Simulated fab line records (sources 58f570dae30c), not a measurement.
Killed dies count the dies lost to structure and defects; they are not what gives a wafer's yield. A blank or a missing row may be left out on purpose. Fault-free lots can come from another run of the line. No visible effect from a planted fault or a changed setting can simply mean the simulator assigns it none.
fab line records -- flow berkeleyCmos170
record: lots: 14, wafers: 42, lastDay: 13
route steps=331 shown NSD@195
lots that met no fault: taken from a fault-free run of the same line
startH: hours from the record's opening day to when the first of the lot's shown wafers began -- waitH: hours elapsed since this lot's preceding step -- " the same as in the row above -- L1.1+2: several wafers, shown together as one row -- - either no value or no given start -- * or withheld: withheld -- < > ~ a bound
route shown NAME@n: names a module that has steps shown in the file, with the first one's number in the route -- usual: mean/standard deviation of fault-free wafers -- same: alike in all rows -- chamber/n: place in a boat -- sites: per-site readings -- _std_site: standard deviation across them -- _edge_site: inner sites' mean taken away from outer sites' mean -- radiusMm: for every site, how far away it sits from the centre of the wafer -- mask NAME#n: copy n -- behind: tool/chamber where the wafer was last shaped -- hold: the reason the lot was held/the length of the hold in hours/how it ended -- device: names the non-switching transistor (n, p or np) -- end of line: tests run on the same wafers once the route is complete -- where a step has no rows: the recipe by itself -- killed: count of dies lost to structure and defects at first sort (not the wafer's yield) -- map: dies across one wafer; x = killed, . = not, _ = none there
set.NAME: the setting that was run; set.NAME@STEP: the one run at that earlier step -- model.NAME: the simulator's own value behind a step, which no gauge read
one table for each step of the route and one row for each wafer, over a sample of lots
services: from which hour (startH, from the record's first day; less than 0 if before it) a tool's chamber was out of use, for how many hours, and why
== steps ==
step: UCB170_NSD_IMPLANT_08
recipe: species: P, doseCm2: 3e+15, energyKev: 40, tiltDeg: 7
usual: beamOnS: 10.00/0.22, doseIonsCm2: 3e+15/3.4e+12, endStationPressureTorr: 1.26e-05/6.4e-07, faradayCurrentUA: 9261/200
same: implantIonAmu: 31
lot.wafer,tool,chamber,startH,waitH,beamOnS,doseIonsCm2,endStationPressureTorr,faradayCurrentUA
L980.3,implanter-01,0,173.65,0.1,10.01,3.001e+15,1.32e-05,9222
L980.4,implanter-01,0,173.65,0.1,9.96,3.001e+15,1.34e-05,9306
L980.5,implanter-01,0,173.65,0.1,10.31,3.006e+15,1.2e-05,9027
L978.2,implanter-04,0,173.90,0.0,10.07,2.995e+15,1.16e-05,9156
L978.3,implanter-04,0,173.90,0.0,9.91,2.998e+15,1.36e-05,9385
L978.5,implanter-04,0,173.90,0.0,10.09,3.002e+15,1.34e-05,9206
L979.1,implanter-03,0,174.15,0.0,10.05,3.001e+15,1.15e-05,9189
L979.4,implanter-03,0,174.15,0.0,9.92,3.002e+15,1.39e-05,9325
L979.5,implanter-03,0,174.15,0.0,9.85,2.999e+15,1.33e-05,9342
L981.2,implanter-01,0,174.29,0.0,10.28,3.005e+15,1.15e-05,9003
L981.3,implanter-01,0,174.29,0.0,10.04,3.002e+15,1.36e-05,9212
L981.6,implanter-01,0,174.29,0.0,10.05,2.997e+15,1.38e-05,9265
L985.1,implanter-03,0,197.71,0.0,9.30,2.999e+15,1.25e-05,9936
L985.3,implanter-03,0,197.71,0.0,10.23,2.994e+15,1.37e-05,9054
L985.5,implanter-03,0,197.71,0.0,10.37,3.004e+15,1.41e-05,8910
L983.1,implanter-04,0,197.91,0.0,10.02,2.999e+15,1.26e-05,9219
L983.2,implanter-04,0,197.91,0.0,9.84,3.007e+15,1.23e-05,9407
L983.5,implanter-04,0,197.91,0.0,10.11,3.003e+15,1.17e-05,9128
L984.1,implanter-03,0,198.18,0.0,9.94,3.004e+15,1.29e-05,9336
L984.2,implanter-03,0,198.18,0.0,10.23,3.007e+15,1.23e-05,9032
L984.3,implanter-03,0,198.18,0.0,10.15,3.001e+15,1.26e-05,9103
L982.2,implanter-01,0,198.46,0.0,10.10,2.995e+15,1.18e-05,9149
L982.4,implanter-01,0,198.46,0.0,10.00,2.995e+15,1.18e-05,9295
L982.5,implanter-01,0,198.46,0.0,10.02,2.998e+15,1.14e-05,9185
L988.2,implanter-04,0,214.01,0.0,9.92,2.994e+15,1.21e-05,9343
L988.5,implanter-04,0,214.01,0.0,10.12,2.999e+15,1.34e-05,9182
L988.6,implanter-04,0,214.01,0.0,9.55,2.993e+15,1.46e-05,9690
L986.2,implanter-01,0,214.09,0.0,10.13,3e+15,1.27e-05,9191
L986.4,implanter-01,0,214.09,0.0,10.21,3.002e+15,1.28e-05,9091
L986.5,implanter-01,0,214.09,0.0,10.32,3.007e+15,1.29e-05,8958
L987.2,implanter-01,0,231.76,0.0,10.01,2.998e+15,1.2e-05,9233
L987.5,implanter-01,0,231.76,0.0,10.00,2.995e+15,1.34e-05,9248
L987.6,implanter-01,0,231.76,0.0,9.90,2.995e+15,1.28e-05,9336
L989.1,implanter-04,0,232.13,0.0,10.20,3.001e+15,1.18e-05,9103
L989.2,implanter-04,0,232.13,0.0,10.29,3.001e+15,1.31e-05,9002
L989.4,implanter-04,0,232.13,0.0,10.07,3.003e+15,1.29e-05,9151
L999.1,implanter-01,0,273.07,0.0,10.47,4.427e+15,1.64e-05,12922
L999.2,implanter-01,0,273.07,0.0,10.88,4.421e+15,1.44e-05,12478
L999.4,implanter-01,0,273.07,0.0,10.80,4.43e+15,1.57e-05,12537
L997.1,implanter-01,0,273.87,0.0,10.54,4.428e+15,1.53e-05,12851
L997.2,implanter-01,0,273.87,0.0,10.48,4.43e+15,1.49e-05,12975
L997.5,implanter-01,0,273.87,0.0,10.89,4.427e+15,1.55e-05,12366
step: UCB170_NSD_STRIP_09
recipe: chemistry: O2, powerW: 400, pressureMtorr: 3500, platenTempC: withheld, o2FlowSccm: 400, overashFraction: 0.5
usual: drypumpMotorCurrentA: 5.9/0.5, oesProductAu: 0.533/0.0046, stripTimeToEndpointS: 35.80/0.082
lot.wafer,tool,chamber,startH,waitH,drypumpMotorCurrentA,oesProductAu,rfHoursCounterH,stripTimeToEndpointS
L980.3,plasmaAsher-02,0,173.78,0.1,5.2,0.532,-,35.77
L980.4,plasmaAsher-02,1,173.78,0.1,5.4,0.529,-,35.87
L980.5,plasmaAsher-02,0,173.78,0.1,5.2,0.531,-,35.78
L978.2,plasmaAsher-01,0,174.02,0.1,6.3,0.527,39,35.65
L978.3,plasmaAsher-01,1,174.02,0.1,6.5,0.530,-,35.69
L978.5,plasmaAsher-01,1,174.02,0.1,6.4,0.536,-,35.74
L979.1,plasmaAsher-04,1,174.30,0.1,5.7,0.528,7,35.90
L979.4,plasmaAsher-04,0,174.30,0.1,6.3,0.529,-,35.87
L979.5,plasmaAsher-04,1,174.30,0.1,5.7,0.528,-,35.84
L981.2,plasmaAsher-02,1,174.41,0.1,5.4,0.531,40,35.86
L981.3,plasmaAsher-02,1,174.41,0.1,5.4,0.532,-,35.76
L981.6,plasmaAsher-02,0,174.41,0.1,5.2,0.532,-,35.87
L985.1,plasmaAsher-04,0,197.86,0.1,6.4,0.530,10,35.74
L985.3,plasmaAsher-04,1,197.86,0.1,5.7,0.532,-,35.68
L985.5,plasmaAsher-04,1,197.86,0.1,5.7,0.539,-,35.71
L983.1,plasmaAsher-01,1,198.06,0.1,6.4,0.526,43,35.74
L983.2,plasmaAsher-01,0,198.06,0.1,6.3,0.533,43,35.80
L983.5,plasmaAsher-01,0,198.06,0.1,6.3,0.538,-,35.75
L984.1,plasmaAsher-01,1,198.33,0.1,6.5,0.526,43,35.85
L984.2,plasmaAsher-01,0,198.33,0.1,6.3,0.528,43,35.79
L984.3,plasmaAsher-01,0,198.33,0.1,6.3,0.539,-,35.78
L982.2,plasmaAsher-04,1,198.59,0.1,5.7,0.533,10,35.86
L982.4,plasmaAsher-04,0,198.59,0.1,6.3,0.535,-,35.89
L982.5,plasmaAsher-04,1,198.59,0.1,5.7,0.537,-,35.80
L988.2,plasmaAsher-02,0,214.14,0.1,5.2,0.535,45,35.79
L988.5,plasmaAsher-02,0,214.14,0.1,5.2,0.537,-,35.69
L988.6,plasmaAsher-02,1,214.14,0.1,5.4,0.525,-,35.78
L986.2,plasmaAsher-01,0,214.22,0.1,6.3,0.539,44,35.83
L986.4,plasmaAsher-01,1,214.22,0.1,6.5,0.539,-,35.79
L986.5,plasmaAsher-01,1,214.22,0.1,6.5,0.532,-,35.73
L987.2,plasmaAsher-01,0,231.88,0.1,6.3,0.535,46,35.84
L987.5,plasmaAsher-01,1,231.88,0.1,6.5,0.524,-,35.86
L987.6,plasmaAsher-01,0,231.88,0.1,6.3,0.535,-,35.77
L989.1,plasmaAsher-01,1,232.28,0.1,6.5,0.539,46,35.80
L989.2,plasmaAsher-01,0,232.28,0.1,6.3,0.534,46,35.78
L989.4,plasmaAsher-01,1,232.28,0.1,6.5,0.531,-,35.77
L999.1,plasmaAsher-02,0,273.22,0.1,5.2,0.508,50,39.55
L999.2,plasmaAsher-02,1,273.22,0.1,5.4,0.502,50,39.53
L999.4,plasmaAsher-02,0,273.22,0.1,5.2,0.511,-,39.55
L997.1,plasmaAsher-01,0,274.02,0.1,6.3,0.501,50,39.63
L997.2,plasmaAsher-01,1,274.02,0.1,6.5,0.500,50,39.64
L997.5,plasmaAsher-01,0,274.02,0.1,6.3,0.503,-,39.62
step: UCB170_NSD_TW_MEAS_10
usual: NSD_TW: 4192/43
lot.wafer,tool,chamber,startH,waitH,NSD_TW
L980.3,filmMetro-04,-,173.87,0.1,4214
L980.4,filmMetro-04,-,173.87,0.1,4222
L980.5,filmMetro-04,-,173.87,0.1,4224
L978.2,filmMetro-01,-,174.13,0.1,4133
L978.3,filmMetro-01,-,174.13,0.1,4153
L978.5,filmMetro-01,-,174.13,0.1,4160
L979.1,filmMetro-01,-,174.40,0.1,4150
L979.4,filmMetro-01,-,174.40,0.1,4152
L979.5,filmMetro-01,-,174.40,0.1,4163
L981.2,filmMetro-02,-,174.52,0.1,4154
L981.3,filmMetro-02,-,174.52,0.1,4168
L981.6,filmMetro-02,-,174.52,0.1,4151
L985.1,filmMetro-04,-,197.96,0.1,4233
L985.3,filmMetro-04,-,197.96,0.1,4217
L985.5,filmMetro-04,-,197.96,0.1,4238
L983.1,filmMetro-04,-,198.16,0.1,4221
L983.2,filmMetro-04,-,198.16,0.1,4220
L983.5,filmMetro-04,-,198.16,0.1,4237
L984.1,filmMetro-01,-,198.43,0.1,4164
L984.2,filmMetro-01,-,198.43,0.1,4160
L984.3,filmMetro-01,-,198.43,0.1,4155
L982.2,filmMetro-04,-,198.70,0.1,4218
L982.4,filmMetro-04,-,198.70,0.1,4226
L982.5,filmMetro-04,-,198.70,0.1,4221
L988.2,filmMetro-02,-,214.25,0.1,4184
L988.5,filmMetro-02,-,214.25,0.1,4186
L988.6,filmMetro-02,-,214.25,0.1,4178
L986.2,filmMetro-04,-,214.33,0.1,4227
L986.4,filmMetro-04,-,214.33,0.1,4231
L986.5,filmMetro-04,-,214.33,0.1,4201
L987.2,filmMetro-04,-,231.99,0.1,4191
L987.5,filmMetro-04,-,231.99,0.1,4197
L987.6,filmMetro-04,-,231.99,0.1,4201
L989.1,filmMetro-04,-,232.38,0.1,4227
L989.2,filmMetro-04,-,232.38,0.1,4229
L989.4,filmMetro-04,-,232.38,0.1,4240
L999.1,filmMetro-04,-,273.32,0.1,4403
L999.2,filmMetro-04,-,273.32,0.1,4390
L999.4,filmMetro-04,-,273.32,0.1,4383
L997.1,filmMetro-01,-,274.12,0.1,4291
L997.2,filmMetro-01,-,274.12,0.1,4336
L997.5,filmMetro-01,-,274.12,0.1,4273
step: UCB170_SDANNEAL_RS_MEAS_03
recipe: thkMeasGauge: four-point-probe
usual: NSD_RS: 37.26/0.098
lot.wafer,tool,chamber,startH,waitH,NSD_RS[ohm/sq]
L980.3,filmMetro-01,-,175.12,0.1,37.19
L980.4,filmMetro-01,-,175.12,0.1,37.10
L980.5,filmMetro-01,-,175.12,0.1,37.24
L978.2,filmMetro-04,-,175.55,0.1,37.32
L978.3,filmMetro-04,-,175.55,0.1,37.35
L978.5,filmMetro-04,-,175.55,0.1,37.34
L979.1,filmMetro-02,-,175.72,0.1,37.08
L979.4,filmMetro-02,-,175.72,0.1,37.24
L979.5,filmMetro-02,-,175.72,0.1,37.08
L981.2,filmMetro-01,-,175.91,0.1,37.16
L981.3,filmMetro-01,-,175.91,0.1,37.20
L981.6,filmMetro-01,-,175.91,0.1,37.26
L985.1,filmMetro-01,-,199.23,0.1,37.25
L985.3,filmMetro-01,-,199.23,0.1,37.34
L985.5,filmMetro-01,-,199.23,0.1,37.25
L983.1,filmMetro-01,-,199.71,0.1,37.20
L983.2,filmMetro-01,-,199.71,0.1,37.21
L983.5,filmMetro-01,-,199.71,0.1,37.20
L984.1,filmMetro-04,-,200.07,0.1,37.25
L984.2,filmMetro-04,-,200.07,0.1,37.24
L984.3,filmMetro-04,-,200.07,0.1,37.22
L982.2,filmMetro-01,-,200.27,0.1,37.28
L982.4,filmMetro-01,-,200.27,0.1,37.10
L982.5,filmMetro-01,-,200.27,0.1,37.24
L988.2,filmMetro-02,-,215.48,0.1,37.34
L988.5,filmMetro-02,-,215.48,0.1,37.43
L988.6,filmMetro-02,-,215.48,0.1,37.47
L986.2,filmMetro-01,-,215.60,0.1,37.40
L986.4,filmMetro-01,-,215.60,0.1,37.30
L986.5,filmMetro-01,-,215.60,0.1,37.39
L987.2,filmMetro-02,-,233.22,0.1,37.34
L987.5,filmMetro-02,-,233.22,0.1,37.24
L987.6,filmMetro-02,-,233.22,0.1,37.36
L989.1,filmMetro-02,-,233.74,0.1,37.37
L989.2,filmMetro-02,-,233.74,0.1,37.36
L989.4,filmMetro-02,-,233.74,0.1,37.45
L999.1,filmMetro-02,-,274.52,0.1,32.13
L999.2,filmMetro-02,-,274.52,0.1,32.16
L999.4,filmMetro-02,-,274.52,0.1,32.19
L997.1,filmMetro-01,-,275.38,0.1,32.21
L997.2,filmMetro-01,-,275.38,0.1,32.26
L997.5,filmMetro-01,-,275.38,0.1,32.17
== services ==
tool,chamber,startH,hours,kind
implanter-03,-,158.84,9.0,pm
implanter-04,-,160.97,5.8,repair
implanter-04,-,178.34,1.4,repair
plasmaAsher-01,-,205.16,2.2,repair
implanter-03,-,239.65,4.5,repair
== key ==
firstSign: step: UCB170_NSD_IMPLANT_08, reading: doseIonsCm2, direction: up, sigmas: 99+, usual: 3e+15, struck: 4.427e+15
effect: step: UCB170_NSD_IMPLANT_08, reading: faradayCurrentUA, direction: up, sigmas: 17, usual: 9261, struck: 12688
effect: step: UCB170_NSD_STRIP_09, reading: stripTimeToEndpointS, direction: up, sigmas: 46, usual: *, struck: *
effect: step: UCB170_NSD_TW_MEAS_10, reading: NSD_TW, direction: up, sigmas: 3.6, usual: 4192, struck: 4346
effect: step: UCB170_SDANNEAL_RS_MEAS_03, reading: NSD_RS, direction: down, sigmas: 52, usual: 37.26, struck: 32.19
metAt UCB170_NSD_IMPLANT_08
struckLots L997,L999
testerLeftOut L997,L999
onsetBetween 231.76 273.07
fault: kind: processParameterDrift, tool: implanter-01, chamber: -, onsetH: 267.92, steps: UCB170_NSD_IMPLANT_08, channel: doseCm2, offset: 1.4302e+15, shape: step, endH: 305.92, actsIn: theseRecipesOnly, stated: 3e+15
testerLeftOut: of these lots the tester's yield and bins aren't shown, on N5 and GAA mostly nor the transistor test; their killed dies are dies lost to structure and defects alone, not to doping, threshold or leakage, so they don't give the yield
